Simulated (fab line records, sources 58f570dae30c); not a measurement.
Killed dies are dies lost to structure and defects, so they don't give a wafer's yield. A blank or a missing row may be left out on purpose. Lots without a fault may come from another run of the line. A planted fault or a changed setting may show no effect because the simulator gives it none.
Problem report in the 8D (eight disciplines) form, filled by code | flow berkeley_cmos170 | the parts of the form that need people (team, actions taken, sign-off) are left out

1. THE PROBLEM
M3_AL_RS at UCB170_M3_RS_MEAS_02 reads a mean of 0.0369 ohm/sq on 6 wafers of 2 lots; wafers without a fault read 0.0322 ohm/sq with a standard deviation of 0.00039. That is +12 standard deviations from the usual mean.
The step: measures by four-point-probe.
First seen on wafer L375.1, day 9 00:12, on film_metro-02. The record holds 42 wafers of 14 lots with a number at this step. Rule for "out", or "out of limits": more than 4 standard deviations from the usual mean. The other wafers with a number count as sound.

2. WHAT IT IS AND WHAT IT IS NOT
question                    | is                           | is not
which readings at this step | M3_AL_RS                     | -
which lots                  | L375, L376                   | L368, L369, L370, L371, L372, L373, L385, L387, L388, L389, L390, L391
which wafers of those lots  | all that have a number       | -
read on which gauges        | film_metro-02, film_metro-03 | film_metro-01
when                        | from day 9 00:12             | up to then (18 sound wafers); but 18 sound wafers of L385, L387, L388, L389, L390, L391 came after

3. SUSPECTS, AND WHAT RULES EACH OUT
Counting: a tool at a process step up to the reading stays a suspect if it ran every lot that is out and no sound lot after the first of them.
- the gauge at UCB170_M3_RS_MEAS_02: ruled out. The wafers that are out were read on 2 gauges (film_metro-02, film_metro-03).
- pvd_sputter-03 at UCB170_M3_SPUTTER_01 (material Al, target thk 900 nm, time 120 s): ruled out as a lasting fault. Sound lots L389, L390 ran on it after its first lot that is out, L375 (day 9 00:07).
Left after counting: nothing in the record.

4. THE CAUSE (what the simulator had put in)
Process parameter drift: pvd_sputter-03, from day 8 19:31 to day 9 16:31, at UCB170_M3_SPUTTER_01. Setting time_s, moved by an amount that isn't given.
Counting ruled it out, wrongly: the rule takes a fault to strike every lot that its tool runs from its start on, and this one did not.

5. THE CHAIN OF EFFECTS, in route order
Each row: a reading whose mean over the struck wafers that have a number lies more than 3 standard deviations from the usual. Only readings for which the record gives a usual standard deviation are gone through. hours: the time from each lot's start at the first step in this table that gives one to its start at this step, as a median over the lots. sigmas: the change in usual standard deviations.
hours | step                    | reading        | usual         | on struck wafers | change  | sigmas
0     | UCB170_M3_RS_MEAS_02    | M3_AL_RS       | 0.0322 ohm/sq | 0.0369           | +0.0047 | +12
0     | UCB170_M3_THK_MEAS_03   | M3_AL_THK      | 890 nm        | 772              | -118    | -9.1
2     | UCB170_M3_METAL_ETCH_18 | oes_product_au | 0.857 a.u.    | 0.793            | -0.064  | -5.3
The process steps in it:
- UCB170_M3_METAL_ETCH_18: etches Al in Cl2/BCl3, stops on SiO2, target depth 1170 nm, time 195 s.

6. WHAT WOULD HAVE CAUGHT IT SOONER
In this record the first reading out of limits at a measuring or inspecting step was taken at day 9 00:12, 5 hours after the fault began at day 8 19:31.
Of the tool readings at UCB170_M3_SPUTTER_01 for which the record gives a usual standard deviation, none was out on any struck wafer, so an alarm limit of 4 standard deviations on them would not have fired.
